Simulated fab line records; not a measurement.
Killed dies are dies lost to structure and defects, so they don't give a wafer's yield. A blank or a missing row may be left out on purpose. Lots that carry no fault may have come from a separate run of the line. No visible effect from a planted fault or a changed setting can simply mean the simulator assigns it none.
fab line records -- flow rit_cmos
record lots=5, wafers=15, last_day=7
route steps=202 shown GATE@77 FOX2@80 M1@202
lots that met no fault: from a run of the same line without faults
start_h: start of the lot's first displayed wafer, in hours after the record's first day -- wait_h: how many hours have passed since the lot's step before this one -- " same as the row above -- L1.1+2: a single row standing in for several wafers -- - either no value or no given start -- * or withheld: withheld -- < > ~ a bound
route shown NAME@n: a module of which the file shows steps, and the number in the route of the first -- usual: mean/standard deviation of fault-free wafers -- same: alike in all rows -- chamber/n: place in a boat -- sites: the reading at each site -- _std_site: standard deviation of those values -- _edge_site: the outer-site mean with the inner-site mean subtracted -- radius_mm: how far each site lies from the wafer's centre -- mask NAME#n: copy n -- behind: tool/chamber where the wafer was last shaped -- hold: the reason the lot was held/the length of the hold in hours/how it ended -- device: transistor that didn't switch, given as n, p or np -- end of line: at the end of the route, the tests of the same wafers -- a step without rows: its recipe alone -- killed: the dies lost at the first sort to structure and to defects; this is not the yield of the wafer -- map: the dies of a wafer, with x for killed, . for not killed, _ for no die there
set.NAME: the setting the step ran with; set.NAME@STEP: the setting that earlier step ran with -- model.NAME: the simulator's own value behind a step, which no gauge read
lots at selected steps of the route; one table per step, one row per wafer
services: the hour from which a tool's chamber was out of use, counted from the record's first day as start_h (under 0 if before that day), plus the number of hours and why
## steps
# step RIT_GATE_CLEAN_02
# recipe chemistry=dHF, dilution=50:1, time_s=30
# step RIT_GATE_CLEAN_03
# recipe chemistry=SC2, mix=3:3:50, time_s=600, temp_c=75, dry=n2_spin
# step RIT_GATE_CLEAN_04
# recipe chemistry=dHF, dilution=50:1, time_s=60, dry=n2_spin
# step RIT_FOX2_THK_MEAS_91
# recipe reads=SiO2_of_FOX2_OXIDATION_00
# usual FIELD_OXIDE_LEFT_2_THK=255/6.3
lot.wafer,tool,chamber,start_h,wait_h,FIELD_OXIDE_LEFT_2_THK[nm]
L473.3,film_metro-01,-,43.09,0.0,246
L473.4,film_metro-01,-,43.09,0.0,242
L473.6,film_metro-01,-,43.09,0.0,249
L478.3,film_metro-01,-,66.64,0.0,262
L478.5,film_metro-01,-,66.64,0.0,263
L478.6,film_metro-01,-,66.64,0.0,264
L480.3,film_metro-04,-,77.66,0.0,256
L480.4,film_metro-04,-,77.66,0.0,266
L480.6,film_metro-04,-,77.66,0.0,261
L490.1,film_metro-01,-,128.34,0.0,258
L490.4,film_metro-01,-,128.34,0.0,261
L490.6,film_metro-01,-,128.34,0.0,258
L494.1,film_metro-04,-,146.62,0.0,259
L494.3,film_metro-04,-,146.62,0.0,261
L494.4,film_metro-04,-,146.62,0.0,252
# step RIT_GATE_OXIDATION_05
# recipe temp_c=900, ambient=O2, target_thk_a=30, ox_time_s=270
# step RIT_GATE_ANNEAL_06
# recipe temp_c=900, time_s=600, ambient=N2O
# step RIT_GATE_THK_MEAS_07
# recipe reads=SiO2_of_GATE_OXIDATION_05
# usual GATE_OXIDE_THK=3.01/0.071
lot.wafer,tool,chamber,start_h,wait_h,GATE_OXIDE_THK[nm]
L473.3,film_metro-02,-,44.48,0.0,2.99
L473.4,film_metro-02,-,44.48,0.0,2.96
L473.6,film_metro-02,-,44.48,0.0,3.01
L478.3,film_metro-02,-,68.40,0.0,2.93
L478.5,film_metro-02,-,68.40,0.0,2.92
L478.6,film_metro-02,-,68.40,0.0,2.89
L480.3,film_metro-01,-,79.04,0.0,3.12
L480.4,film_metro-01,-,79.04,0.0,3.16
L480.6,film_metro-01,-,79.04,0.0,3.14
L490.1,film_metro-04,-,130.21,0.0,2.99
L490.4,film_metro-04,-,130.21,0.0,2.91
L490.6,film_metro-04,-,130.21,0.0,2.97
L494.1,film_metro-02,-,148.62,0.0,2.88
L494.3,film_metro-02,-,148.62,0.0,2.94
L494.4,film_metro-02,-,148.62,0.0,2.94
# step RIT_GATE_CVD_08
# recipe material=poly-Si, target_thk_nm=250, temp_c=610, precursor=SiH4, time_s=2220, pressure_mtorr=300, sih4_flow_sccm=100
# step RIT_GATE_THK_MEAS_09
# recipe reads=poly-Si_of_GATE_CVD_08
# usual GATE_POLY_THK=250.5/2.7
lot.wafer,tool,chamber,start_h,wait_h,GATE_POLY_THK[nm]
L473.3,film_metro-01,-,46.15,0.0,250.8
L473.4,film_metro-01,-,46.15,0.0,251.7
L473.6,film_metro-01,-,46.15,0.0,251.1
L478.3,film_metro-02,-,70.08,0.0,245.2
L478.5,film_metro-02,-,70.08,0.0,245.5
L478.6,film_metro-02,-,70.08,0.0,244.6
L480.3,film_metro-02,-,81.53,0.0,251.6
L480.4,film_metro-02,-,81.53,0.0,250.0
L480.6,film_metro-02,-,81.53,0.0,251.0
L490.1,film_metro-01,-,131.88,0.0,245.6
L490.4,film_metro-01,-,131.88,0.0,248.9
L490.6,film_metro-01,-,131.88,0.0,247.7
L494.1,film_metro-01,-,150.29,0.0,252.9
L494.3,film_metro-01,-,150.29,0.0,251.5
L494.4,film_metro-01,-,150.29,0.0,252.2
# step RIT_GATE_HMDS_10
# recipe prime_time_s=60, prime_temp_c=140
# step RIT_GATE_COAT_11
# recipe resist=NOVOLAK, spin_rpm=4250, resist_thk_nm=850
# step RIT_GATE_SOFTBAKE_12
# recipe resist=NOVOLAK, temp_c=90, time_s=60
# step RIT_GATE_EXPOSE_13
# recipe mask_id=M6, na=0.6, source_shape=conventional, sigma_outer=0.6, target_cd_nm=150, dose_mj=380
lot.wafer,tool,chamber,start_h,wait_h,mask
L473.3+4+6,iline_stepper-02,0,46.68,0.1,M6#0
L478.3+5+6,iline_stepper-01,0,70.73,0.2,M6#0
L480.3+4+6,iline_stepper-01,0,82.06,0.1,M6_R1#0
L490.1+4+6,iline_stepper-01,0,132.39,0.1,M6#0
L494.1+3+4,iline_stepper-01,0,150.93,0.2,M6#0
# step RIT_GATE_PEB_14
# recipe resist=NOVOLAK, temp_c=withheld, time_s=withheld
# step RIT_GATE_DEVELOP_15
# recipe resist=NOVOLAK, develop_time_s=50, dev_temp_c=23
# step RIT_GATE_CD_MEAS_16
# recipe target_cd_nm=150
# usual cd_nm=149.6/2.2
lot.wafer,tool,chamber,start_h,wait_h,cd_nm
L473.3,cd_sem-02,-,47.08,-,147.0
L473.4,cd_sem-02,-,47.08,-,148.0
L473.6,cd_sem-02,-,47.08,-,148.1
L478.3,cd_sem-02,-,71.13,-,147.9
L478.5,cd_sem-02,-,71.13,-,146.8
L478.6,cd_sem-02,-,71.13,-,149.0
L480.3,cd_sem-01,-,82.50,-,163.7
L480.4,cd_sem-01,-,82.50,-,164.3
L480.6,cd_sem-01,-,82.50,-,164.0
L490.1,cd_sem-02,-,132.79,-,150.8
L490.4,cd_sem-02,-,132.79,-,152.9
L490.6,cd_sem-02,-,132.79,-,153.2
L494.1,cd_sem-02,-,151.36,-,147.7
L494.3,cd_sem-02,-,151.36,-,145.2
L494.4,cd_sem-02,-,151.36,-,147.6
# step RIT_GATE_OVL_MEAS_17
# usual GATE_OVL=0.2/1.6
lot.wafer,tool,chamber,start_h,wait_h,GATE_OVL[nm]
L473.3,overlay-01,-,47.18,0.1,1.5
L473.4,overlay-01,-,47.18,0.1,-0.3
L473.6,overlay-01,-,47.18,0.1,1.8
L478.3,overlay-01,-,71.22,0.1,1.1
L478.5,overlay-01,-,71.22,0.1,0.7
L478.6,overlay-01,-,71.22,0.1,1.3
L480.3,overlay-02,-,82.59,0.1,1.2
L480.4,overlay-02,-,82.59,0.1,2.3
L480.6,overlay-02,-,82.59,0.1,4.0
L490.1,overlay-02,-,132.91,0.1,-2.7
L490.4,overlay-02,-,132.91,0.1,-1.5
L490.6,overlay-02,-,132.91,0.1,-1.3
L494.1,overlay-02,-,151.48,0.1,1.7
L494.3,overlay-02,-,151.48,0.1,2.8
L494.4,overlay-02,-,151.48,0.1,3.6
# step RIT_GATE_HARDBAKE_18
# recipe resist=NOVOLAK, temp_c=140, time_s=60
# step RIT_GATE_ETCH_19
# recipe chemistry=SF6/CHF3/O2, time_s=165, SF6_flow_sccm=30, CHF3_flow_sccm=30, O2_flow_sccm=5, target=poly-Si, pressure_mtorr=40, rf_w=160, target_depth_a=3125, over_etch_frac=0.25, stop_on=SiO2
# usual drypump_motor_current_A=5.96/0.28, oes_product_au=0.856/0.014, rf_fwd_power_W=159.3/0.54, throttle_valve_pct=10.20/0.075
lot.wafer,tool,chamber,start_h,wait_h,drypump_motor_current_A,oes_product_au,rf_fwd_power_W,rf_hours_counter_h,throttle_valve_pct,model.GATE.cd_nm
L473.3,rie_si-02,2,47.35,0.1,5.86,0.860,158.9,1,10.23,146.6
L473.4,rie_si-02,1,47.35,0.1,6.03,0.855,158.7,1,10.25,147.9
L473.6,rie_si-02,0,47.35,0.1,6.01,0.866,159.4,-,10.08,147.9
L478.3,rie_si-01,1,71.40,0.1,5.45,0.842,158.6,3,10.19,148.2
L478.5,rie_si-01,1,71.40,0.1,5.45,0.841,159.5,-,10.19,147.2
L478.6,rie_si-01,0,71.40,0.1,5.71,0.854,159.6,-,10.15,149
L480.3,rie_si-02,1,82.87,0.1,5.99,0.849,159.2,1,10.26,163.8
L480.4,rie_si-02,2,82.87,0.1,5.85,0.858,158.9,1,10.19,164
L480.6,rie_si-02,2,82.87,0.1,5.85,0.863,159.1,-,10.20,163.9
L490.1,rie_si-02,1,133.10,0.1,5.97,0.831,158.8,2,10.26,150.7
L490.4,rie_si-02,2,133.10,0.1,5.87,0.859,159.0,-,10.19,152.8
L490.6,rie_si-02,1,133.10,0.1,5.96,0.840,159.0,-,10.27,153
L494.1,rie_si-02,0,151.67,0.1,6.07,0.841,158.8,0,10.11,147.5
L494.3,rie_si-02,1,151.67,0.1,6.01,0.848,159.8,2,10.25,145.1
L494.4,rie_si-02,2,151.67,0.1,5.85,0.867,160.0,2,10.18,147.5
# step RIT_GATE_STRIP_20
# recipe chemistry=O2, time_s=180, resist=NOVOLAK, platen_temp_c=withheld, power_w=500, pressure_mtorr=4000, o2_flow_sccm=4000
# usual drypump_motor_current_A=5.6/0.66
lot.wafer,tool,chamber,start_h,wait_h,drypump_motor_current_A,rf_hours_counter_h
L473.3,plasma_asher-01,0,47.52,0.1,5.4,-
L473.4,plasma_asher-01,1,47.52,0.1,5.0,-
L473.6,plasma_asher-01,0,47.52,0.1,5.4,-
L478.3,plasma_asher-01,0,71.56,0.1,5.4,-
L478.5,plasma_asher-01,0,71.56,0.1,5.4,-
L478.6,plasma_asher-01,1,71.56,0.1,5.0,-
L480.3,plasma_asher-03,0,83.04,0.1,5.6,-
L480.4,plasma_asher-03,1,83.04,0.1,6.5,-
L480.6,plasma_asher-03,0,83.04,0.1,5.6,-
L490.1,plasma_asher-01,0,133.26,0.1,5.4,2
L490.4,plasma_asher-01,0,133.26,0.1,5.4,-
L490.6,plasma_asher-01,0,133.26,0.1,5.4,-
L494.1,plasma_asher-03,1,151.78,0.1,6.6,52
L494.3,plasma_asher-03,1,151.78,0.1,6.6,-
L494.4,plasma_asher-03,0,151.78,0.1,5.6,-
# step RIT_M1_PROBE_99
# usual killed_at_contacts=0.1/0.27, killed_at_front_end=6.1/2.9, killed_dies=6.2/2.9, killed_open=3.2/1.9, killed_short=3/1.9
# same gross_dies=264, killed_at_M0_to_M3=0, killed_at_M4_up=0, killed_at_back_side=0, killed_at_other=0
lot.wafer,tool,chamber,start_h,wait_h,killed_at_contacts,killed_at_front_end,killed_dies,killed_open,killed_short,model.etest.pmos_0p3.r_on_ohm_um,model.etest.pmos_0p15.r_on_ohm_um,model.etest.pmos_turned.r_on_ohm_um,model.etest.nmos_0p15.r_on_ohm_um,model.etest.nmos_0p3.r_on_ohm_um,model.etest.nmos_0p15.drive_ua_um,model.etest.pmos_0p15.drive_ua_um,model.etest.npoly_line.line_ohm_um
L473.3,prober-02,-,68.47,0.2,1,9,10,3,7,6125,2674,3368,1070,2081,501.4,269,175.5
L473.4,prober-02,-,68.52,0.2,0,9,9,6,3,6224,2667,3352,1050,2070,498.5,265,172.9
L473.6,prober-02,-,68.62,0.2,0,9,9,3,6,6182,2681,3378,1067,2077,494.7,263.2,170.7
L478.3,prober-02,-,91.73,0.2,0,2,2,2,0,6076,2713,3380,1126,2118,486.8,267.7,169.2
L478.5,prober-02,-,91.83,0.2,0,8,8,3,5,6137,2731,3380,1118,2107,493.6,264.1,172.8
L478.6,prober-02,-,91.88,0.2,0,0,0,0,0,6085,2696,3344,1110,2097,492,268,167.4
L480.3,prober-01,-,104.22,0.2,0,6,6,4,1,6748,3117,3763,1267,2360,391,218.4,144.7
L480.4,prober-01,-,104.27,0.2,0,3,3,1,1,6952,3250,3933,1311,2415,384.4,212,144.2
L480.6,prober-01,-,104.37,0.2,0,9,9,6,3,6909,3193,3891,1305,2384,387.3,215.3,143.8
L490.1,prober-01,-,154.13,0.1,0,3,3,1,2,6389,2866,3488,1164,2159,481.8,251.7,165.6
L490.4,prober-01,-,154.28,0.2,0,5,5,0,5,6376,2867,3526,1153,2150,469.9,247.7,161.8
L490.6,prober-01,-,154.38,0.2,0,10,10,5,5,6319,2885,3556,1179,2173,470.4,247.8,160.4
L494.1,prober-01,-,174.23,0.1,0,12,12,4,8,6144,2638,3309,1066,2094,492.7,270.8,171.2
L494.3,prober-01,-,174.33,0.2,0,5,5,2,3,6114,2594,3237,1062,2101,501.5,275,175.9
L494.4,prober-01,-,174.38,0.2,0,4,4,3,1,6166,2651,3296,1099,2099,493.3,269.7,171.7
# killed by level:class
L473.3 GATE:geometric_particle:short=3 REOX:geometric_particle:short=3 GATE:geometric_particle:open=2 CONTACT:geometric_particle:short=1 SPACER:geometric_particle:open=1
L473.4 GATE:geometric_particle:open=3 SPACER:geometric_particle:open=3 SPACER:geometric_particle:short=2 FOX1:geometric_particle:short=1
L473.6 GATE:geometric_particle:short=4 FOX1:geometric_particle:open=2 FOX1:geometric_particle:short=1 GATE:geometric_particle:open=1 REOX:geometric_particle:short=1
L478.3 SPACER:geometric_particle:open=1 SILICIDE:geometric_particle:open=1
L478.5 SPACER:geometric_particle:short=2 SILICIDE:geometric_particle:open=2 FOX1:geometric_particle:short=1 FOX2:geometric_particle:short=1 GATE:geometric_particle:open=1 REOX:geometric_particle:short=1
L480.3 FOX2:geometric_particle:open=2 SPACER:geometric_particle:open=1 SILICIDE:geometric_particle:open=1 SILICIDE:geometric_particle:short=1 GATE:area_expose=1
L480.4 REOX:geometric_particle:short=1 SILICIDE:geometric_particle:open=1 GATE:area_expose=1
L480.6 FOX2:geometric_particle:open=2 GATE:geometric_particle:open=2 SILICIDE:geometric_particle:open=2 SILICIDE:geometric_particle:short=2 REOX:geometric_particle:short=1
L490.1 FOX2:geometric_particle:short=2 GATE:geometric_particle:open=1
L490.4 SPACER:geometric_particle:short=2 FOX1:geometric_particle:short=1 GATE:geometric_particle:short=1 REOX:geometric_particle:short=1
L490.6 FOX1:geometric_particle:short=2 REOX:geometric_particle:open=2 FOX1:geometric_particle:open=1 FOX2:geometric_particle:open=1 FOX2:geometric_particle:short=1 GATE:geometric_particle:short=1 REOX:geometric_particle:short=1 SPACER:geometric_particle:open=1
L494.1 GATE:geometric_particle:short=6 GATE:geometric_particle:open=2 FOX1:geometric_particle:open=1 FOX2:geometric_particle:short=1 REOX:geometric_particle:short=1 SPACER:geometric_particle:open=1
L494.3 FOX1:geometric_particle:short=1 GATE:geometric_particle:short=1 GATE:geometric_particle:open=1 REOX:geometric_particle:open=1 SPACER:geometric_particle:short=1
L494.4 GATE:geometric_particle:open=2 GATE:geometric_particle:short=1 REOX:geometric_particle:open=1
## services
tool,chamber,start_h,hours,kind
rie_si-02,-,75.80,1.2,repair
rie_si-01,2,79.38,5.0,repair
iline_stepper-01,-,80.09,0.9,repair
rie_si-01,3,84.62,4.9,repair
iline_stepper-01,-,103.95,2.1,pm
iline_stepper-01,-,106.03,-,consumable_replace:lamp
plasma_asher-01,-,108.85,9.0,pm
plasma_asher-01,0,108.85,9.0,vent_cycle
plasma_asher-01,1,108.85,9.0,vent_cycle
rie_si-02,0,111.21,6.5,repair
rie_si-02,0,117.69,-,clean
rie_si-02,0,117.69,18.6,scheduled_down
rie_si-02,0,117.69,18.6,vent_cycle
plasma_asher-01,0,117.85,-,clean
plasma_asher-01,1,117.85,-,clean
rie_si-02,3,128.69,6.2,repair
rie_si-01,3,142.15,-,clean
rie_si-01,3,142.15,15.1,scheduled_down
rie_si-01,3,142.15,15.1,vent_cycle
## key
first_sign step=RIT_GATE_EXPOSE_13, reading=mask, direction=changed
effect step=RIT_GATE_CD_MEAS_16, reading=cd_nm, direction=up, sigmas=6.6, usual=149.6, struck=164.0
model_effect step=RIT_GATE_ETCH_19, value=GATE.cd_nm, without=148.9, struck=163.9
model_effect step=RIT_M1_PROBE_99, value=etest.pmos_0p3.r_on_ohm_um, without=6508, struck=6870
met_at RIT_GATE_EXPOSE_13
struck_wafers L480.3,L480.4,L480.6
tester_left_out L480
onset_between 70.73 82.06
fault kind=wrong_mask, tool=any, chamber=-, onset_h=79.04, steps=RIT_GATE_EXPOSE_13, aux_copy=M6_R1#0, cd_offset_nm=15, scope=struck_lots_only
# tester_left_out: of these lots the tester's yield and bins aren't shown, on N5 and GAA mostly nor the transistor test; their killed dies are dies lost to structure and defects alone, not to doping, threshold or leakage, so they don't give the yield
